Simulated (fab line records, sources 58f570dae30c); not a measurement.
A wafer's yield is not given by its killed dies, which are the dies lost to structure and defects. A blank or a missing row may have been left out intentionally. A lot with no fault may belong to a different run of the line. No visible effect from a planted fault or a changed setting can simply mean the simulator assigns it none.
Split-lot trial | flow berkeley-cmos170 | 23 wafers read across 5 lots, on a route 331 steps long

## ABOUT THE SPLIT
At UCB170_NWELL_COAT_07 (resist thk 900 nm), the setting spin-rpm was moved away from the recipe's 1500 rpm on 10 of the 23 wafers read, by -6.7% to +7.2%. The other wafers ran this setting at the recipe's value.

## FROM THE SPLIT ON TO THE READING: in between, the file shows 1 step
- UCB170_NWELL_DEVELOP_11: develop time 45 s (also split here: develop-time-s)

## THE READING
KrF_of_NWELL_COAT_07.thk-nm (the simulator's own value, which no gauge read), in nm, at UCB170_NWELL_ETCH_13 (etches Si3N4 in CH3F/Ar/O2, stops on SiO2, target depth 246.4 nm, time 154 s). The file gives no usual value for it. Average 718.8 nm, standard deviation 5 nm, over the 13 wafers here run with the recipe.

wafer  | tool, chamber at the split | spin-rpm as run, rpm | against the recipe | KrF_of_NWELL_COAT_07.thk-nm, nm | against lot-mates on the recipe
L074.1 | litho-track-02, 0          | 1608                 | +7.2%              | 683.9                           | -34.6
L074.2 | litho-track-02, 0          | 1500                 | recipe             | 716.9                           | -
L074.3 | litho-track-02, 0          | 1500                 | recipe             | 721.5                           | -
L074.4 | litho-track-02, 0          | 1500                 | recipe             | 717                             | -
L074.6 | litho-track-02, 0          | 1608                 | +7.2%              | 685.7                           | -32.8
L075.1 | litho-track-02, 0          | 1500                 | recipe             | 715.9                           | -
L075.3 | litho-track-02, 0          | 1500                 | recipe             | 717.7                           | -
L075.4 | litho-track-02, 0          | 1400                 | -6.7%              | 744.2                           | +27.4
L075.5 | litho-track-02, 0          | 1400                 | -6.7%              | 748.9                           | +32.1
L075.6 | litho-track-02, 0          | 1400                 | -6.7%              | 742.9                           | +26.1
L077.1 | litho-track-03, 0          | 1426                 | -4.9%              | 747.2                           | +24.7
L077.2 | litho-track-03, 0          | 1500                 | recipe             | 721.3                           | -
L077.3 | litho-track-03, 0          | 1500                 | recipe             | 723.7                           | -
L077.5 | litho-track-03, 0          | 1426                 | -4.9%              | 748.3                           | +25.8
L077.6 | litho-track-03, 0          | 1426                 | -4.9%              | 744.1                           | +21.6
L078.2 | litho-track-04, 0          | 1426                 | -4.9%              | 738.8                           | +27.0
L078.3 | litho-track-04, 0          | 1500                 | recipe             | 710.2                           | -
L078.4 | litho-track-04, 0          | 1500                 | recipe             | 711                             | -
L078.5 | litho-track-04, 0          | 1500                 | recipe             | 714.1                           | -
L078.6 | litho-track-04, 0          | 1426                 | -4.9%              | 732.8                           | +21.0
L083.1 | litho-track-03, 0          | 1500                 | recipe             | 725.3                           | -
L083.2 | litho-track-03, 0          | 1500                 | recipe             | 723.1                           | -
L083.4 | litho-track-03, 0          | 1500                 | recipe             | 726.1                           | -

THE FIT
A straight line over all 23 wafers: KrF_of_NWELL_COAT_07.thk-nm changes by -4.48 nm for each +1% of spin-rpm; r = -0.96; the points scatter about the line by 5.2 nm.
The same after taking each lot's own level away (the mean of its wafers on the recipe; 23 wafers): -4.6 nm for each +1%; r = -0.99; scatter 2.2 nm.
On that fit, the largest move of spin-rpm shifts the reading by 33 nm.
From 711.77 to 724.83 nm: that is the span of the lots' own levels, equal to 2.6 times the standard deviation above.
Hence the lot-to-lot level has little effect on the slope; both slopes agree.
Check: for one of the wafers moved furthest among these (+7.2%), held out of the fit, the line's prediction against its lot-mates is -32.6 nm. It came out at -34.6 nm against them.

## FURTHER SPLITS ON THESE WAFERS
Before the reading, these wafers also passed through other splits. Each is held against what the fit with the lots' levels taken away leaves over:
other split on the same wafers         | wafers away from the commonest value | r with KrF_of_NWELL_COAT_07.thk-nm (lot level and that fit taken away)
UCB170_START_OXIDATION_02 temp-c       | 10                                   | +0.00
UCB170_ZERO_STRIP_07 o2-flow-sccm      | 8                                    | -0.22
UCB170_NWELL_DEVELOP_11 develop-time-s | 6                                    | -0.08

## THE WHOLE CHAIN: every reading that the file lists as answering this split, in the file's order
step                  | what it does                                                                 | reading                                                                      | change (the file's fit)              | r (the file's)
UCB170_NWELL_COAT_07  | resist thk 900 nm                                                            | KrF_of_NWELL_COAT_07.thk-nm (the simulator's own value, which no gauge read) | -4.41 nm for each +1% of the setting | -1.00
UCB170_NWELL_ETCH_13  | etches Si3N4 in CH3F/Ar/O2, stops on SiO2, target depth 246.4 nm, time 154 s | KrF_of_NWELL_COAT_07.thk-nm (the simulator's own value, which no gauge read) | -4.62 nm for each +1% of the setting | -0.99
UCB170_NWELL_STRIP_15 | strips in O2                                                                 | strip-time-to-endpoint-s                                                     | withheld for each +1% of the setting | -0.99

## THE FILE'S OWN FIT
KrF_of_NWELL_COAT_07.thk-nm changes by -4.62 nm for each +1% of spin-rpm, r = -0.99.
